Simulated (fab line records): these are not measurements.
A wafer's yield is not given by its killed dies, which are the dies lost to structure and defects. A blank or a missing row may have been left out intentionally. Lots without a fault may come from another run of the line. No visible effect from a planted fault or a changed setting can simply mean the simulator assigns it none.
Matching of chambers / flow berkeley-cmos170 / cmp-01 running UCB170_V1_CMP_02: 4 sister chambers
The step polishes SiO2. 4 wafers are shown with their chamber, then 8 later ones without.

EACH WAFER AND ITS CHAMBER
wafer=L430.4; chamber=2; motor-current-A (A)=15.0
wafer=L432.2; chamber=3; motor-current-A (A)=15.9
wafer=L434.6; chamber=0; motor-current-A (A)=14.3
wafer=L435.1; chamber=1; motor-current-A (A)=19.3

WAFERS WHOSE CHAMBER IS MISSING
wafer=L435.2; motor-current-A (A)=14.7
wafer=L435.6; motor-current-A (A)=14.6
wafer=L443.1; motor-current-A (A)=14.6
wafer=L443.2; motor-current-A (A)=15.8
wafer=L443.4; motor-current-A (A)=16.3
wafer=L445.1; motor-current-A (A)=14.4
wafer=L445.2; motor-current-A (A)=19.9
wafer=L445.5; motor-current-A (A)=14.1

WHICH CHAMBER EACH ONE RAN IN
wafer=L435.2; from the rows above=can't be placed: 2 or 0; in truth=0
wafer=L435.6; from the rows above=can't be placed: 0 or 2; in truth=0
wafer=L443.1; from the rows above=can't be placed: 0 or 2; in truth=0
wafer=L443.2; from the rows above=3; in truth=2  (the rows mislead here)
wafer=L443.4; from the rows above=3; in truth=3
wafer=L445.1; from the rows above=can't be placed: 0 or 2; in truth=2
wafer=L445.2; from the rows above=1; in truth=1
wafer=L445.5; from the rows above=0; in truth=0
3 of 8 placed correctly. From these rows, 4 cannot be placed; in 4 the true chamber is one of the candidates. 1 placed wrongly.
How it was worked out, from the rows above alone: a wafer's distance from a chamber is the root of the sum, over the readings, of the square of ((its reading less the chamber's mean) divided by the reading's scatter). The wafer belongs to the nearest chamber; if the next one is less than 2 further off, it can't be placed. For every chamber, the mean is computed from those of its wafers that are shown. The scatter: with one shown wafer a chamber, the root of the mean of the squares of how far each hidden wafer lies from its nearest shown one.
